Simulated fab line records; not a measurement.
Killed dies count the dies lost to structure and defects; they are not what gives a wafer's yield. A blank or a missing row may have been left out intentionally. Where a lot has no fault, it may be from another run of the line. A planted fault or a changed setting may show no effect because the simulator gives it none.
Which tool was responsible? || flow berkeley_cmos170 || 45 wafers from 15 lots sampled at 6 of the route's 331 steps

WHAT THE GAUGES SHOWED, per wafer
UCB170_SACOX_THK_MEAS_02.
{"lot": "L766", "measured": "day 5 23:04", "on": "film_metro-04", "SACOX_OXIDE_THK (nm)": "14.32 13.97 14.19"}
{"lot": "L768", "measured": "day 6 13:58", "on": "film_metro-03", "SACOX_OXIDE_THK (nm)": "14.54 14.52 14.32"}
{"lot": "L767", "measured": "day 6 13:58", "on": "film_metro-02", "SACOX_OXIDE_THK (nm)": "14.07 14.35 14.17"}
{"lot": "L770", "measured": "day 7 00:49", "on": "film_metro-04", "SACOX_OXIDE_THK (nm)": "14.36 14.23 14.28"}
{"lot": "L772", "measured": "day 7 09:44", "on": "film_metro-04", "SACOX_OXIDE_THK (nm)": "14.50 14.27 14.40"}
{"lot": "L771", "measured": "day 7 09:47", "on": "film_metro-04", "SACOX_OXIDE_THK (nm)": "14.59 14.71 14.58"}
{"lot": "L775", "measured": "day 7 18:23", "on": "film_metro-04", "SACOX_OXIDE_THK (nm)": "14.47 14.48 14.47"}
{"lot": "L776", "measured": "day 8 07:34", "on": "film_metro-03", "SACOX_OXIDE_THK (nm)": "14.33 14.37 14.59"}
{"lot": "L778", "measured": "day 8 07:34", "on": "film_metro-04", "SACOX_OXIDE_THK (nm)": "14.55 14.48 14.38"}
{"lot": "L780", "measured": "day 8 17:53", "on": "film_metro-02", "SACOX_OXIDE_THK (nm)": "14.61 14.46 14.52"}
{"lot": "L779", "measured": "day 8 17:54", "on": "film_metro-03", "SACOX_OXIDE_THK (nm)": "14.58 14.32 14.62"}
{"lot": "L783", "measured": "day 9 15:23", "on": "film_metro-04", "SACOX_OXIDE_THK (nm)": "14.36 14.15 14.50"}
{"lot": "L782", "measured": "day 9 15:23", "on": "film_metro-02", "SACOX_OXIDE_THK (nm)": "14.35 14.50 14.58"}
{"lot": "L781", "measured": "day 9 15:24", "on": "film_metro-03", "SACOX_OXIDE_THK (nm)": "14.83 14.79 15.06"}
{"lot": "L785", "measured": "day 10 00:28", "on": "film_metro-02", "SACOX_OXIDE_THK (nm)": "14.61 14.91 14.48"}

UCB170_NLDD_OVL_MEAS_07.
{"lot": "L766", "measured": "day 7 11:35", "on": "overlay-02", "NLDD_OVL (nm)": "2 2 -2"}
{"lot": "L768", "measured": "day 7 22:35", "on": "overlay-01", "NLDD_OVL (nm)": "-2 -1 -6"}
{"lot": "L767", "measured": "day 7 23:35", "on": "overlay-02", "NLDD_OVL (nm)": "1 -1 -4"}
{"lot": "L770", "measured": "day 8 14:58", "on": "overlay-02", "NLDD_OVL (nm)": "-10 -2 -7"}
{"lot": "L772", "measured": "day 8 19:23", "on": "overlay-02", "NLDD_OVL (nm)": "-10 -5 -10"}
{"lot": "L771", "measured": "day 8 19:56", "on": "overlay-02", "NLDD_OVL (nm)": "-3 -9 -5"}
{"lot": "L775", "measured": "day 9 11:50", "on": "overlay-02", "NLDD_OVL (nm)": "8 -4 9"}
{"lot": "L776", "measured": "day 9 19:58", "on": "overlay-01", "NLDD_OVL (nm)": "-6 -6 -9"}
{"lot": "L778", "measured": "day 9 19:31", "on": "overlay-01", "NLDD_OVL (nm)": "-4 -5 -3"}
{"lot": "L780", "measured": "day 10 09:02", "on": "overlay-02", "NLDD_OVL (nm)": "-1 0 2"}
{"lot": "L779", "measured": "day 10 09:20", "on": "overlay-02", "NLDD_OVL (nm)": "4 -1 -2"}
{"lot": "L783", "measured": "day 11 07:19", "on": "overlay-02", "NLDD_OVL (nm)": "-2 1 -6"}
{"lot": "L782", "measured": "day 11 06:07", "on": "overlay-02", "NLDD_OVL (nm)": "2 -2 1"}
{"lot": "L781", "measured": "day 11 08:31", "on": "overlay-02", "NLDD_OVL (nm)": "5 -1 -1"}
{"lot": "L785", "measured": "day 11 08:17", "on": "overlay-01", "NLDD_OVL (nm)": "0 -8 0"}

UCB170_NSD_TW_MEAS_10.
{"lot": "L766", "measured": "day 7 20:17", "on": "film_metro-01", "NSD_TW": "4149 4153 4124"}
{"lot": "L768", "measured": "day 8 11:51", "on": "film_metro-01", "NSD_TW": "4190 4200 4187"}
{"lot": "L767", "measured": "day 8 12:17", "on": "film_metro-01", "NSD_TW": "4182 4162 4197"}
{"lot": "L770", "measured": "day 9 04:45", "on": "film_metro-02", "NSD_TW": "4192 4196 4185"}
{"lot": "L772", "measured": "day 9 05:38", "on": "film_metro-02", "NSD_TW": "4173 4189 4148"}
{"lot": "L771", "measured": "day 9 05:25", "on": "film_metro-01", "NSD_TW": "4157 4187 4166"}
{"lot": "L775", "measured": "day 9 22:14", "on": "film_metro-03", "NSD_TW": "4219 4233 4219"}
{"lot": "L776", "measured": "day 10 07:59", "on": "film_metro-01", "NSD_TW": "4148 4160 4164"}
{"lot": "L778", "measured": "day 10 07:37", "on": "film_metro-03", "NSD_TW": "4240 4233 4229"}
{"lot": "L780", "measured": "day 10 22:03", "on": "film_metro-02", "NSD_TW": "4165 4158 4158"}
{"lot": "L779", "measured": "day 10 22:19", "on": "film_metro-02", "NSD_TW": "30 30 30"}
{"lot": "L783", "measured": "day 11 17:01", "on": "film_metro-01", "NSD_TW": "30 30 30"}
{"lot": "L782", "measured": "day 11 17:52", "on": "film_metro-02", "NSD_TW": "4147 4164 4152"}
{"lot": "L781", "measured": "day 11 18:07", "on": "film_metro-01", "NSD_TW": "4160 4119 4156"}
{"lot": "L785", "measured": "day 11 17:19", "on": "film_metro-02", "NSD_TW": "30 30 30"}

TOOL THAT RAN EACH LOT (tool first, then ch and the chambers of the sampled wafers, then the start)
{"lot": "L766", "UCB170_NVT_STRIP_08": "plasma_asher-01 ch 0,1, day 6 12:08", "UCB170_PSD_STRIP_09": "plasma_asher-04 ch 0,1, day 7 17:53", "UCB170_NSD_STRIP_09": "plasma_asher-02 ch 0,1, day 7 20:10"}
{"lot": "L768", "UCB170_NVT_STRIP_08": "plasma_asher-02 ch 0,1, day 7 03:27", "UCB170_PSD_STRIP_09": "plasma_asher-04 ch 0,1, day 8 07:25", "UCB170_NSD_STRIP_09": "plasma_asher-04 ch 0,1, day 8 11:45"}
{"lot": "L767", "UCB170_NVT_STRIP_08": "plasma_asher-03 ch 0,1, day 7 03:13", "UCB170_PSD_STRIP_09": "plasma_asher-02 ch 0,1, day 8 07:39", "UCB170_NSD_STRIP_09": "plasma_asher-03 ch 0,1, day 8 12:10"}
{"lot": "L770", "UCB170_NVT_STRIP_08": "plasma_asher-01 ch 0,1, day 7 12:37", "UCB170_PSD_STRIP_09": "plasma_asher-01 ch 1, day 9 02:39", "UCB170_NSD_STRIP_09": "plasma_asher-04 ch 0,1, day 9 04:38"}
{"lot": "L772", "UCB170_NVT_STRIP_08": "plasma_asher-03 ch 0,1, day 7 21:49", "UCB170_PSD_STRIP_09": "plasma_asher-02 ch 0,1, day 9 03:29", "UCB170_NSD_STRIP_09": "plasma_asher-02 ch 1, day 9 05:32"}
{"lot": "L771", "UCB170_NVT_STRIP_08": "plasma_asher-02 ch 0,1, day 7 21:38", "UCB170_PSD_STRIP_09": "plasma_asher-04 ch 0,1, day 9 03:07", "UCB170_NSD_STRIP_09": "plasma_asher-03 ch 0,1, day 9 05:19"}
{"lot": "L775", "UCB170_NVT_STRIP_08": "plasma_asher-01 ch 0,1, day 8 08:16", "UCB170_PSD_STRIP_09": "plasma_asher-04 ch 0,1, day 9 20:18", "UCB170_NSD_STRIP_09": "plasma_asher-03 ch 0,1, day 9 22:08"}
{"lot": "L776", "UCB170_NVT_STRIP_08": "plasma_asher-03 ch 0,1, day 8 23:13", "UCB170_PSD_STRIP_09": "plasma_asher-01 ch 0,1, day 10 04:55", "UCB170_NSD_STRIP_09": "plasma_asher-03 ch 0,1, day 10 07:53"}
{"lot": "L778", "UCB170_NVT_STRIP_08": "plasma_asher-01 ch 0,1, day 8 23:43", "UCB170_PSD_STRIP_09": "plasma_asher-01 ch 0,1, day 10 04:33", "UCB170_NSD_STRIP_09": "plasma_asher-04 ch 0,1, day 10 07:30"}
{"lot": "L780", "UCB170_NVT_STRIP_08": "plasma_asher-01 ch 0,1, day 9 09:49", "UCB170_PSD_STRIP_09": "plasma_asher-04 ch 0,1, day 10 16:34", "UCB170_NSD_STRIP_09": "plasma_asher-02 ch 0,1, day 10 21:57"}
{"lot": "L779", "UCB170_NVT_STRIP_08": "plasma_asher-03 ch 0,1, day 9 09:57", "UCB170_PSD_STRIP_09": "plasma_asher-02 ch 0,1, day 10 16:40", "UCB170_NSD_STRIP_09": "plasma_asher-02 ch 0,1, day 10 22:14"}
{"lot": "L783", "UCB170_NVT_STRIP_08": "plasma_asher-03 ch 0, day 10 08:25", "UCB170_PSD_STRIP_09": "plasma_asher-04 ch 0, day 11 15:01", "UCB170_NSD_STRIP_09": "plasma_asher-04 ch 0, day 11 16:55"}
{"lot": "L782", "UCB170_NVT_STRIP_08": "plasma_asher-02 ch 0,1, day 10 08:09", "UCB170_PSD_STRIP_09": "plasma_asher-04 ch 0,1, day 11 15:43", "UCB170_NSD_STRIP_09": "plasma_asher-04 ch 0,1, day 11 17:45"}
{"lot": "L781", "UCB170_NVT_STRIP_08": "plasma_asher-01 ch 0,1, day 10 08:25", "UCB170_PSD_STRIP_09": "plasma_asher-01 ch 0,1, day 11 15:53", "UCB170_NSD_STRIP_09": "plasma_asher-03 ch 0,1, day 11 18:01"}
{"lot": "L785", "UCB170_NVT_STRIP_08": "plasma_asher-01 ch 0,1, day 10 13:44", "UCB170_PSD_STRIP_09": "plasma_asher-01 ch 0,1, day 11 15:22", "UCB170_NSD_STRIP_09": "plasma_asher-03 ch 0,1, day 11 17:13"}
- UCB170_NVT_STRIP_08: strips in O2.
- UCB170_PSD_STRIP_09: strips in O2.
- UCB170_NSD_STRIP_09: strips in O2.

AS READ BY THE TOOLS THEMSELVES (means over the sampled wafers that have a number; for cases with no such wafer, the mark the record gives instead)
UCB170_NVT_STRIP_08.
{"lot": "L766", "tool": "plasma_asher-01", "chamber_pressure_mTorr (mTorr)": 3501, "drypump_motor_current_A (A)": 6.0, "o2_flow_sccm (sccm)": 400.0, "oes_product_au (a.u.)": 0.735, "strip_time_to_endpoint_s (s)": 21.74}
{"lot": "L768", "tool": "plasma_asher-02", "chamber_pressure_mTorr (mTorr)": 3500, "drypump_motor_current_A (A)": 5.3, "o2_flow_sccm (sccm)": 400.8, "oes_product_au (a.u.)": 0.729, "strip_time_to_endpoint_s (s)": 21.61}
{"lot": "L767", "tool": "plasma_asher-03", "chamber_pressure_mTorr (mTorr)": 3499, "drypump_motor_current_A (A)": 5.3, "o2_flow_sccm (sccm)": 399.6, "oes_product_au (a.u.)": 0.739, "strip_time_to_endpoint_s (s)": 21.61}
{"lot": "L770", "tool": "plasma_asher-01", "chamber_pressure_mTorr (mTorr)": 3502, "drypump_motor_current_A (A)": 6.0, "o2_flow_sccm (sccm)": 400.4, "oes_product_au (a.u.)": 0.733, "strip_time_to_endpoint_s (s)": 21.67}
{"lot": "L772", "tool": "plasma_asher-03", "chamber_pressure_mTorr (mTorr)": 3502, "drypump_motor_current_A (A)": 5.3, "o2_flow_sccm (sccm)": 399.6, "oes_product_au (a.u.)": 0.733, "strip_time_to_endpoint_s (s)": 21.69}
{"lot": "L771", "tool": "plasma_asher-02", "chamber_pressure_mTorr (mTorr)": 3499, "drypump_motor_current_A (A)": 5.4, "o2_flow_sccm (sccm)": 399.4, "oes_product_au (a.u.)": 0.733, "strip_time_to_endpoint_s (s)": 21.67}
{"lot": "L775", "tool": "plasma_asher-01", "chamber_pressure_mTorr (mTorr)": 3500, "drypump_motor_current_A (A)": 6.0, "o2_flow_sccm (sccm)": 399.5, "oes_product_au (a.u.)": 0.734, "strip_time_to_endpoint_s (s)": 21.73}
{"lot": "L776", "tool": "plasma_asher-03", "chamber_pressure_mTorr (mTorr)": 3497, "drypump_motor_current_A (A)": 5.3, "o2_flow_sccm (sccm)": 399.2, "oes_product_au (a.u.)": 0.736, "strip_time_to_endpoint_s (s)": 21.65}
{"lot": "L778", "tool": "plasma_asher-01", "chamber_pressure_mTorr (mTorr)": 3501, "drypump_motor_current_A (A)": 6.0, "o2_flow_sccm (sccm)": 399.5, "oes_product_au (a.u.)": 0.734, "strip_time_to_endpoint_s (s)": 21.64}
{"lot": "L780", "tool": "plasma_asher-01", "chamber_pressure_mTorr (mTorr)": 3501, "drypump_motor_current_A (A)": 6.0, "o2_flow_sccm (sccm)": 398.7, "oes_product_au (a.u.)": 0.729, "strip_time_to_endpoint_s (s)": 21.64}
{"lot": "L779", "tool": "plasma_asher-03", "chamber_pressure_mTorr (mTorr)": 3500, "drypump_motor_current_A (A)": 5.1, "o2_flow_sccm (sccm)": 400.7, "oes_product_au (a.u.)": 0.733, "strip_time_to_endpoint_s (s)": 21.65}
{"lot": "L783", "tool": "plasma_asher-03", "chamber_pressure_mTorr (mTorr)": 3501, "drypump_motor_current_A (A)": 4.8, "o2_flow_sccm (sccm)": 399.5, "oes_product_au (a.u.)": 0.734, "strip_time_to_endpoint_s (s)": 21.64}
{"lot": "L782", "tool": "plasma_asher-02", "chamber_pressure_mTorr (mTorr)": 3502, "drypump_motor_current_A (A)": 5.4, "o2_flow_sccm (sccm)": 399.7, "oes_product_au (a.u.)": 0.734, "strip_time_to_endpoint_s (s)": 21.64}
{"lot": "L781", "tool": "plasma_asher-01", "chamber_pressure_mTorr (mTorr)": 3498, "drypump_motor_current_A (A)": 6.0, "o2_flow_sccm (sccm)": 399.5, "oes_product_au (a.u.)": 0.736, "strip_time_to_endpoint_s (s)": 21.65}
{"lot": "L785", "tool": "plasma_asher-01", "chamber_pressure_mTorr (mTorr)": 3501, "drypump_motor_current_A (A)": 6.0, "o2_flow_sccm (sccm)": 400.3, "oes_product_au (a.u.)": 0.735, "strip_time_to_endpoint_s (s)": 21.73}

UCB170_PSD_STRIP_09.
{"lot": "L766", "tool": "plasma_asher-04", "chamber_pressure_mTorr (mTorr)": 3499, "drypump_motor_current_A (A)": 5.7, "o2_flow_sccm (sccm)": 400.1, "oes_product_au (a.u.)": 0.600, "strip_time_to_endpoint_s (s)": 29.20}
{"lot": "L768", "tool": "plasma_asher-04", "chamber_pressure_mTorr (mTorr)": 3502, "drypump_motor_current_A (A)": 5.9, "o2_flow_sccm (sccm)": 400.9, "oes_product_au (a.u.)": 0.594, "strip_time_to_endpoint_s (s)": 29.32}
{"lot": "L767", "tool": "plasma_asher-02", "chamber_pressure_mTorr (mTorr)": 3503, "drypump_motor_current_A (A)": 5.4, "o2_flow_sccm (sccm)": 400.0, "oes_product_au (a.u.)": 0.594, "strip_time_to_endpoint_s (s)": 29.31}
{"lot": "L770", "tool": "plasma_asher-01", "chamber_pressure_mTorr (mTorr)": 3497, "drypump_motor_current_A (A)": 6.0, "o2_flow_sccm (sccm)": 399.3, "oes_product_au (a.u.)": 0.601, "strip_time_to_endpoint_s (s)": 29.42}
{"lot": "L772", "tool": "plasma_asher-02", "chamber_pressure_mTorr (mTorr)": 3498, "drypump_motor_current_A (A)": 5.3, "o2_flow_sccm (sccm)": 400.5, "oes_product_au (a.u.)": 0.602, "strip_time_to_endpoint_s (s)": 29.39}
{"lot": "L771", "tool": "plasma_asher-04", "chamber_pressure_mTorr (mTorr)": 3502, "drypump_motor_current_A (A)": 5.7, "o2_flow_sccm (sccm)": 398.7, "oes_product_au (a.u.)": 0.604, "strip_time_to_endpoint_s (s)": 29.23}
{"lot": "L775", "tool": "plasma_asher-04", "chamber_pressure_mTorr (mTorr)": 3499, "drypump_motor_current_A (A)": 5.7, "o2_flow_sccm (sccm)": 398.3, "oes_product_au (a.u.)": 0.604, "strip_time_to_endpoint_s (s)": 29.50}
{"lot": "L776", "tool": "plasma_asher-01", "chamber_pressure_mTorr (mTorr)": 3499, "drypump_motor_current_A (A)": 6.0, "o2_flow_sccm (sccm)": 400.1, "oes_product_au (a.u.)": 0.599, "strip_time_to_endpoint_s (s)": 29.34}
{"lot": "L778", "tool": "plasma_asher-01", "chamber_pressure_mTorr (mTorr)": 3501, "drypump_motor_current_A (A)": 6.0, "o2_flow_sccm (sccm)": 398.9, "oes_product_au (a.u.)": 0.599, "strip_time_to_endpoint_s (s)": 29.45}
{"lot": "L780", "tool": "plasma_asher-04", "chamber_pressure_mTorr (mTorr)": 3502, "drypump_motor_current_A (A)": 5.7, "o2_flow_sccm (sccm)": 399.5, "oes_product_au (a.u.)": 0.599, "strip_time_to_endpoint_s (s)": 29.43}
{"lot": "L779", "tool": "plasma_asher-02", "chamber_pressure_mTorr (mTorr)": "-", "drypump_motor_current_A (A)": "-", "o2_flow_sccm (sccm)": "-", "oes_product_au (a.u.)": "-", "strip_time_to_endpoint_s (s)": "-"}
{"lot": "L783", "tool": "plasma_asher-04", "chamber_pressure_mTorr (mTorr)": "-", "drypump_motor_current_A (A)": "-", "o2_flow_sccm (sccm)": "-", "oes_product_au (a.u.)": "-", "strip_time_to_endpoint_s (s)": "-"}
{"lot": "L782", "tool": "plasma_asher-04", "chamber_pressure_mTorr (mTorr)": 3500, "drypump_motor_current_A (A)": 5.9, "o2_flow_sccm (sccm)": 399.3, "oes_product_au (a.u.)": 0.596, "strip_time_to_endpoint_s (s)": 29.60}
{"lot": "L781", "tool": "plasma_asher-01", "chamber_pressure_mTorr (mTorr)": 3500, "drypump_motor_current_A (A)": 6.0, "o2_flow_sccm (sccm)": 400.2, "oes_product_au (a.u.)": 0.602, "strip_time_to_endpoint_s (s)": 29.46}
{"lot": "L785", "tool": "plasma_asher-01", "chamber_pressure_mTorr (mTorr)": "-", "drypump_motor_current_A (A)": "-", "o2_flow_sccm (sccm)": "-", "oes_product_au (a.u.)": "-", "strip_time_to_endpoint_s (s)": "-"}

UCB170_NSD_STRIP_09.
{"lot": "L766", "tool": "plasma_asher-02", "chamber_pressure_mTorr (mTorr)": 3498, "drypump_motor_current_A (A)": 5.4, "o2_flow_sccm (sccm)": 399.2, "oes_product_au (a.u.)": 0.532, "strip_time_to_endpoint_s (s)": 35.90}
{"lot": "L768", "tool": "plasma_asher-04", "chamber_pressure_mTorr (mTorr)": 3502, "drypump_motor_current_A (A)": 5.9, "o2_flow_sccm (sccm)": 400.4, "oes_product_au (a.u.)": 0.534, "strip_time_to_endpoint_s (s)": 35.85}
{"lot": "L767", "tool": "plasma_asher-03", "chamber_pressure_mTorr (mTorr)": 3500, "drypump_motor_current_A (A)": 5.3, "o2_flow_sccm (sccm)": 401.2, "oes_product_au (a.u.)": 0.530, "strip_time_to_endpoint_s (s)": 35.84}
{"lot": "L770", "tool": "plasma_asher-04", "chamber_pressure_mTorr (mTorr)": 3498, "drypump_motor_current_A (A)": 5.8, "o2_flow_sccm (sccm)": 399.1, "oes_product_au (a.u.)": 0.530, "strip_time_to_endpoint_s (s)": 35.86}
{"lot": "L772", "tool": "plasma_asher-02", "chamber_pressure_mTorr (mTorr)": 3500, "drypump_motor_current_A (A)": 5.1, "o2_flow_sccm (sccm)": 400.1, "oes_product_au (a.u.)": 0.533, "strip_time_to_endpoint_s (s)": 35.78}
{"lot": "L771", "tool": "plasma_asher-03", "chamber_pressure_mTorr (mTorr)": 3501, "drypump_motor_current_A (A)": 5.4, "o2_flow_sccm (sccm)": 400.4, "oes_product_au (a.u.)": 0.531, "strip_time_to_endpoint_s (s)": 35.83}
{"lot": "L775", "tool": "plasma_asher-03", "chamber_pressure_mTorr (mTorr)": 3500, "drypump_motor_current_A (A)": 5.3, "o2_flow_sccm (sccm)": 400.0, "oes_product_au (a.u.)": 0.534, "strip_time_to_endpoint_s (s)": 35.84}
{"lot": "L776", "tool": "plasma_asher-03", "chamber_pressure_mTorr (mTorr)": 3501, "drypump_motor_current_A (A)": 5.3, "o2_flow_sccm (sccm)": 399.8, "oes_product_au (a.u.)": 0.535, "strip_time_to_endpoint_s (s)": 35.89}
{"lot": "L778", "tool": "plasma_asher-04", "chamber_pressure_mTorr (mTorr)": 3499, "drypump_motor_current_A (A)": 5.9, "o2_flow_sccm (sccm)": 400.8, "oes_product_au (a.u.)": 0.532, "strip_time_to_endpoint_s (s)": 35.86}
{"lot": "L780", "tool": "plasma_asher-02", "chamber_pressure_mTorr (mTorr)": 3500, "drypump_motor_current_A (A)": 5.4, "o2_flow_sccm (sccm)": 399.3, "oes_product_au (a.u.)": 0.533, "strip_time_to_endpoint_s (s)": 35.94}
{"lot": "L779", "tool": "plasma_asher-02", "chamber_pressure_mTorr (mTorr)": 3500, "drypump_motor_current_A (A)": 5.3, "o2_flow_sccm (sccm)": 399.3, "oes_product_au (a.u.)": 0.622, "strip_time_to_endpoint_s (s)": 62.01}
{"lot": "L783", "tool": "plasma_asher-04", "chamber_pressure_mTorr (mTorr)": 3498, "drypump_motor_current_A (A)": 5.6, "o2_flow_sccm (sccm)": 399.3, "oes_product_au (a.u.)": 0.619, "strip_time_to_endpoint_s (s)": 62.24}
{"lot": "L782", "tool": "plasma_asher-04", "chamber_pressure_mTorr (mTorr)": 3499, "drypump_motor_current_A (A)": 5.7, "o2_flow_sccm (sccm)": 400.4, "oes_product_au (a.u.)": 0.533, "strip_time_to_endpoint_s (s)": 35.89}
{"lot": "L781", "tool": "plasma_asher-03", "chamber_pressure_mTorr (mTorr)": 3500, "drypump_motor_current_A (A)": 5.3, "o2_flow_sccm (sccm)": 398.9, "oes_product_au (a.u.)": 0.530, "strip_time_to_endpoint_s (s)": 35.96}
{"lot": "L785", "tool": "plasma_asher-03", "chamber_pressure_mTorr (mTorr)": 3498, "drypump_motor_current_A (A)": 5.4, "o2_flow_sccm (sccm)": 399.7, "oes_product_au (a.u.)": 0.616, "strip_time_to_endpoint_s (s)": 62.01}

THE ANSWER, worked out from the rows above alone
Rule: the lots themselves supply what counts as usual. Put in order of their means at a reading, lots are off if they are a third of the lots or fewer, leave a main group of 4 or more, and stand apart from it by a gap of 3 or more times the standard deviation of the main group's means; of several such gaps the widest counts. Not used: any main group whose means are identical at the precision the tables above print for the reading. Also off: a lot with no number at a reading for which 4 or more lots have one. The other lots that the step has rows for count as sound. First the gauges in route order, then the tools' own readings, where a lot's mean is used as printed above. The first step at which some lot is off is used, and at that step the reading that is off furthest; a lot without a number counts as furthest.
Off: L779, L783, L785, seen at UCB170_NSD_TW_MEAS_10 (NSD_TW). Main group: mean 4177, sd 28.
If a tool, at a process step before that reading, ran all the lots that are off and no sound lot after the first of them, it fits. Not tried: the gauges at UCB170_NSD_TW_MEAS_10; whatever is off there is also off at UCB170_PSD_STRIP_09, on other tools, and gauge error can't account for it. None of those tried fits.

WHAT THE SIMULATOR HAD INSERTED
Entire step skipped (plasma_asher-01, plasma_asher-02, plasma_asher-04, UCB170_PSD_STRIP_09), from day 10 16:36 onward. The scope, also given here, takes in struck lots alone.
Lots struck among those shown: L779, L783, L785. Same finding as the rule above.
